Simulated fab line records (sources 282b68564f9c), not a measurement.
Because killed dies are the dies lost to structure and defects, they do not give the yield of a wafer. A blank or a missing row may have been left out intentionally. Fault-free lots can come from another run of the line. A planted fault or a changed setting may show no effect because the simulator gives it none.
Struck lot and sound lot, side by side	flow ritCmos	15 steps out of a route of 202
Sound: wafers L462.2, L462.4, L462.5. Wafers L477.1, L477.2, L477.3 were the ones struck. The cause is given at the end.
For every step that has rows: the tool of each side, followed by ch and its chambers, followed by its first start. Under that, the readings that differ: sound wafers	struck wafers	difference of the means	sigmas: that difference in standard deviations of wafers without a fault.
alike: a reading whose means differ by less than 2 such deviations, as well as words and numbers matching on both sides. not compared: withheld readings; readings where some wafer has no value; bounds like >300 that might hide an equal value; numbers whose values overlap and for which the record gives no deviation.
Wherever a step has rows on one side only, a row that says differs or no value, or a row with sigmas, the two part there. Numbers that don't overlap but have no deviation are shown without sigmas and don't part them. Lack of a reading on every wafer of one side parts them only where that side has two or more wafers.

RIT_SPACER_ETCHBACK_05: etches Si3N4 in SF6/CHF3, stops on SiO2, target depth 250 nm, time 240 s.
  sound on rieDiel-02 ch 1,3, day 3 20:21; struck on rieDiel-02 ch 0,1,3, day 7 16:13
  alike: CHF3_flow_sccm, drypumpMotorCurrentA, oesProductAu, throttleValvePct
  not compared: rfHoursCounterH
then, 6 steps without rows for these wafers: RIT_NSD_HMDS_00 (prime time 60 s); RIT_NSD_COAT_01 (resist thk 1000 nm); RIT_NSD_SOFTBAKE_02 (time 60 s); RIT_NSD_EXPOSE_03 (exposes mask M9, target cd 40700 nm); RIT_NSD_PEB_04; RIT_NSD_DEVELOP_05 (develop time 50 s).
RIT_NSD_OVL_MEAS_06:
  sound on overlay-01 at day 3 21:32; struck on overlay-02 at day 7 17:23
  alike: NSD_OVL
then, 2 steps without rows for these wafers: RIT_NSD_HARDBAKE_07 (time 60 s); RIT_NSD_IMPLANT_08.
RIT_NSD_STRIP_09: strips in O2, time 180 s.
  sound on plasmaAsher-04 ch 0,1, day 3 21:52; struck on plasmaAsher-03 ch 0,1, day 7 17:51
reading	sound	struck	difference	sigmas
drypumpMotorCurrentA (A)	5.2 5.3 5.2	6.4 6.0 6.4	+1.0	+2
  not compared: rfHoursCounterH
RIT_NSD_TW_MEAS_10:
  sound on filmMetro-01 at day 3 22:03; struck on filmMetro-01 at day 7 18:02
  alike: NSD_TW
RIT_PSD_HMDS_00: prime time 60 s.
  sound on lithoTrack-03 ch 0, day 3 22:11; struck on lithoTrack-01 ch 0, day 7 18:05
reading	sound	struck	difference	sigmas
primeTempC (C)	140.20 139.95 139.99	148.50 148.48 148.38	+8.41	+60
  alike: chillPlateTempC, exhaustPa
then, 1 step without rows for these wafers: RIT_PSD_COAT_01 (resist thk 1000 nm).
RIT_M1_PROBE_99:
  only the struck wafers here have rows in the record (prober-02, day 8 04:58); the sound ones have none

## WHERE THEY PART
Earliest at RIT_NSD_STRIP_09; latest, in this record, at RIT_M1_PROBE_99.

WHY: what the simulator had put in
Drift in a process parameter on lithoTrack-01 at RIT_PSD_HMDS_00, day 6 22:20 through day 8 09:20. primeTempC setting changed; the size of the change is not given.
